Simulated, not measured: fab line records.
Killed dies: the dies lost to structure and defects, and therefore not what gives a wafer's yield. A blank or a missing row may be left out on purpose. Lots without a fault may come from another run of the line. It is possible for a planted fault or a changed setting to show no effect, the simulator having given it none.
Split-lot trial + flow berkeley cmos170 + 23 wafers read from 5 lots, route of 331 steps

ABOUT THE SPLIT
At UCB170_V1_EXPOSE_09 (exposes mask VIA1, target cd 700 nm), the setting dose mj was moved away from the recipe's 37 on 7 of the 23 wafers read, by -4.3% to +6.2%. All remaining wafers had this setting at the recipe value.

FROM THE SPLIT TO THE READING: what the file shows between them, 5 steps
- UCB170_V1_PEB_10
- UCB170_V1_DEVELOP_11: develop time 45 s
- UCB170_V1_CD_MEAS_12: target cd 700 nm
- UCB170_V1_ETCH_14: etches SiO2 in CHF3/CF4/Ar, stops on Al, target depth 1250 nm, time 291 s (also split here: over etch frac)
- UCB170_V1_STRIP_15: strips in O2

THE READING
cd nm (nm) at UCB170_V1_CD_MEAS_90, where the cd target is 700 nm. On this fab line, fault-free wafers typically give 700.0 nm with a standard deviation of 1.6 nm.

| wafer  | tool, chamber at the split | dose mj as run | against the recipe | cd nm, nm | against lot-mates on the recipe |
|--------|----------------------------|----------------|--------------------|-----------|---------------------------------|
| L076.1 | krf scanner-02, 0          | 39.3           | +6.2%              | 709.8     | +9.9                            |
| L076.2 | krf scanner-02, 0          | 37             | recipe             | 700.3     | -                               |
| L076.3 | krf scanner-02, 0          | 37             | recipe             | 698.7     | -                               |
| L076.4 | krf scanner-02, 0          | 37             | recipe             | 700.7     | -                               |
| L076.6 | krf scanner-02, 0          | 39.3           | +6.2%              | 710.5     | +10.6                           |
| L075.2 | krf scanner-01, 0          | 37             | recipe             | 700.5     | -                               |
| L075.5 | krf scanner-01, 0          | 37             | recipe             | 700.4     | -                               |
| L075.6 | krf scanner-01, 0          | 37             | recipe             | 700.5     | -                               |
| L077.1 | krf scanner-02, 0          | 37             | recipe             | 701.5     | -                               |
| L077.3 | krf scanner-02, 0          | 37             | recipe             | 701.9     | -                               |
| L077.4 | krf scanner-02, 0          | 37             | recipe             | 703.0     | -                               |
| L077.5 | krf scanner-02, 0          | 37             | recipe             | 701.1     | -                               |
| L077.6 | krf scanner-02, 0          | 37             | recipe             | 701.0     | -                               |
| L078.1 | krf scanner-02, 0          | 37             | recipe             | 701.1     | -                               |
| L078.2 | krf scanner-02, 0          | 38.36          | +3.7%              | 708.6     | +7.5                            |
| L078.3 | krf scanner-02, 0          | 38.36          | +3.7%              | 708.9     | +7.8                            |
| L078.4 | krf scanner-02, 0          | 37             | recipe             | 701.1     | -                               |
| L078.6 | krf scanner-02, 0          | 38.36          | +3.7%              | 706.0     | +4.9                            |
| L085.1 | krf scanner-01, 0          | 37             | recipe             | 702.3     | -                               |
| L085.2 | krf scanner-01, 0          | 35.41          | -4.3%              | 694.7     | -8.1                            |
| L085.3 | krf scanner-01, 0          | 37             | recipe             | 703.8     | -                               |
| L085.4 | krf scanner-01, 0          | 37             | recipe             | 702.4     | -                               |
| L085.6 | krf scanner-01, 0          | 35.41          | -4.3%              | 695.2     | -7.6                            |

THE FIT
A straight line over all 23 wafers: cd nm changes by +1.52 nm for each +1% of dose mj; r = +0.96; the points scatter about the line by 1.2 nm.
The same after taking each lot's own level away (the mean of its wafers on the recipe; 23 wafers): +1.75 nm for each +1%; r = +0.99; scatter 0.79 nm.
Per that fit: largest dose mj move, reading shift of 11 nm.
Across the lots, their own levels run from 699.90 to 702.83 nm, a range of 1.8 times the standard deviation given above.
Hence the slope depends on the lot-to-lot level, as the two fits are not the same.
Check: for one of the wafers moved furthest among these (+6.2%), held out of the fit, the line's prediction against its lot-mates is +11.1 nm. It came out at +9.9 nm against them.

OTHER SPLITS ON THESE WAFERS
These wafers also went through other splits before the reading. Each is held against what the fit with the lots' levels taken away leaves over:
| other split on the same wafers   | wafers away from the commonest value | r with cd nm (lot level and that fit taken away) |
|----------------------------------|--------------------------------------|--------------------------------------------------|
| UCB170_NSD_COAT_01 spin rpm      | 11                                   | +0.02                                            |
| UCB170_M1_COAT_04 spin rpm       | 6                                    | +0.03                                            |
| UCB170_V1_ETCH_14 over etch frac | 6                                    | -0.05                                            |

THE WHOLE CHAIN: every reading that the file lists as answering this split, in the file's order
| step                 | what it does                                                              | reading                                                   | change (the file's fit)              | r (the file's) |
|----------------------|---------------------------------------------------------------------------|-----------------------------------------------------------|--------------------------------------|----------------|
| UCB170_V1_CD_MEAS_12 | target cd 700 nm                                                          | cd nm                                                     | +1.65 nm for each +1% of the setting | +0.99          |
| UCB170_V1_ETCH_14    | etches SiO2 in CHF3/CF4/Ar, stops on Al, target depth 1250 nm, time 291 s | V1.cd nm (the simulator's own value, which no gauge read) | +1.75 nm for each +1% of the setting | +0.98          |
| UCB170_V1_CD_MEAS_90 | target cd 700 nm                                                          | cd nm                                                     | +1.73 nm for each +1% of the setting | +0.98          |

FILE'S OWN FIT
cd nm changes by +1.73 nm for each +1% of dose mj, r = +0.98.
